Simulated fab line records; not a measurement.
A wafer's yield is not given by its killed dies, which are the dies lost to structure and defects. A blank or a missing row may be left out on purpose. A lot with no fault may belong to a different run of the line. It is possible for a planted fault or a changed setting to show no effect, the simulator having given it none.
fab line records	flow berkeley_cmos170
record: lots: 14	wafers: 42	last_day: 12
route steps=331 shown PWELL@45
lots with no fault: from the same line, run without faults
start_h: the number of hours between the record's first day and the start of the first shown wafer of the lot	wait_h: hours elapsed since this lot's preceding step	" same as the row above	L1.1+2: one row covering several wafers at once	- no value, or no start was given	* or withheld: withheld	< > ~ a bound
route shown NAME@n: NAME is a module with steps in the file, n the number in the route of the first one	usual: the fault-free wafers' mean and standard deviation	same: alike in all rows	chamber/n: place in a boat	sites: per-site readings	_std_site: the standard deviation of these	_edge_site: mean of outer sites minus mean of inner sites	radius_mm: for every site, how far away it sits from the centre of the wafer	mask NAME#n: copy n	behind: the last tool/chamber to shape the wafer	hold: why the lot was held/for how many hours/how that ended	device: which transistor (n, p or np) failed to switch	end of line: tests run on the same wafers once the route is complete	where a step has no rows: the recipe by itself	killed: count of dies lost to structure and defects at first sort (not the wafer's yield)	map: a wafer's dies, x killed, . not, _ none there
set.NAME: the setting as run; set.NAME@STEP: as run at that earlier step	model.NAME: the simulator's own value behind a step, which no gauge read
the route's steps for a sample of lots (tables are steps, rows are wafers)
== steps ==
step: UCB170_PWELL_PEB_11
recipe: peb_temp_c: 130	peb_time_s: withheld	resist: KrF
usual: chill_plate_temp_C: 23.01/0.12	exhaust_pa: 45.1/0.75	heater_power_total_W: 56.80/0.045
lot.wafer	tool	chamber	start_h	wait_h	chill_plate_temp_C	exhaust_pa	heater_power_total_W
L447.2	litho_track-01	0	62.67	0.1	22.94	44.4	56.78
L447.3	"	0	"	"	22.90	44.4	56.76
L447.6	"	0	"	"	23.00	44.7	56.72
L448.1	litho_track-04	0	66.37	0.1	23.01	45.1	56.76
L448.4	"	0	"	"	23.00	45.1	56.81
L448.5	"	0	"	"	23.01	44.3	56.78
L449.2	litho_track-04	0	66.67	0.2	22.89	44.8	56.80
L449.3	"	0	"	"	22.95	45.7	56.82
L449.5	"	0	"	"	22.80	45.1	56.87
L450.2	litho_track-04	0	77.37	0.1	23.05	46.0	56.78
L450.3	"	0	"	"	22.97	46.9	56.75
L450.6	"	0	"	"	22.96	45.4	56.84
L452.1	litho_track-03	0	89.53	0.2	23.01	44.0	56.76
L452.5	"	0	"	"	23.14	45.0	56.81
L452.6	"	0	"	"	23.11	45.5	56.82
L454.2	litho_track-04	0	96.78	0.1	22.92	45.5	56.72
L454.4	"	0	"	"	22.85	45.5	56.91
L454.5	"	0	"	"	22.88	45.8	56.80
L457.2	litho_track-04	0	120.81	0.1	22.96	44.8	56.79
L457.3	"	0	"	"	22.90	44.1	56.78
L457.4	"	0	"	"	23.09	44.7	56.78
L459.2	litho_track-04	0	132.19	0.5	22.92	44.1	56.81
L459.4	"	0	"	"	22.97	44.2	56.76
L459.6	"	0	"	"	22.93	43.7	56.83
L461.3	litho_track-04	-	139.50	0.1	-	-	-
L461.4	"	-	"	"	-	-	-
L461.5	"	-	"	"	-	-	-
L463.2	litho_track-01	-	148.47	0.5	-	-	-
L463.3	"	-	"	"	-	-	-
L463.6	"	-	"	"	-	-	-
L466.4	litho_track-01	0	153.51	0.1	23.22	45.0	56.76
L466.5	"	0	"	"	23.03	44.3	56.84
L466.6	"	0	"	"	23.05	45.3	56.87
L465.1	litho_track-04	0	154.12	0.5	23.07	44.2	56.82
L465.2	"	0	"	"	23.00	44.4	56.85
L465.6	"	0	"	"	22.93	45.7	56.77
L467.3	litho_track-04	0	161.07	0.5	23.02	45.1	56.86
L467.5	"	0	"	"	23.22	44.8	56.78
L467.6	"	0	"	"	23.11	45.0	56.81
L468.1	litho_track-01	0	166.69	0.1	23.19	45.7	56.80
L468.4	"	0	"	"	23.14	44.8	56.88
L468.5	"	0	"	"	23.21	45.4	56.75
== key ==
first_sign: step: UCB170_PWELL_PEB_11	reading: tool_record	direction: missing
effect none on later readings
met_at UCB170_PWELL_PEB_11
struck_lots L461,L463
later_rows_left_out L461.3,L461.4,L461.5,L463.2,L463.3,L463.6
sort_left_out L461.3,L461.4,L461.5,L463.2,L463.3,L463.6
tester_left_out L461,L463
onset_between 132.19 139.50
fault: kind: skipped_step_whole	tool: litho_track-01,litho_track-04	chamber: -	onset_h: 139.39	steps: UCB170_PWELL_PEB_11	scope: struck_lots_only
tester_left_out: of these lots the tester's yield and bins aren't shown, on N5 and GAA mostly nor the transistor test; their killed dies are dies lost to structure and defects alone, not to doping, threshold or leakage, so they don't give the yield
sort_left_out: the simulated sort isn't trusted on such a fault, so these wafers' sort isn't shown, and their yield isn't known
later_rows_left_out: the simulator's readings of these wafers behind a module that went badly wrong aren't trusted and aren't shown, but for the sort
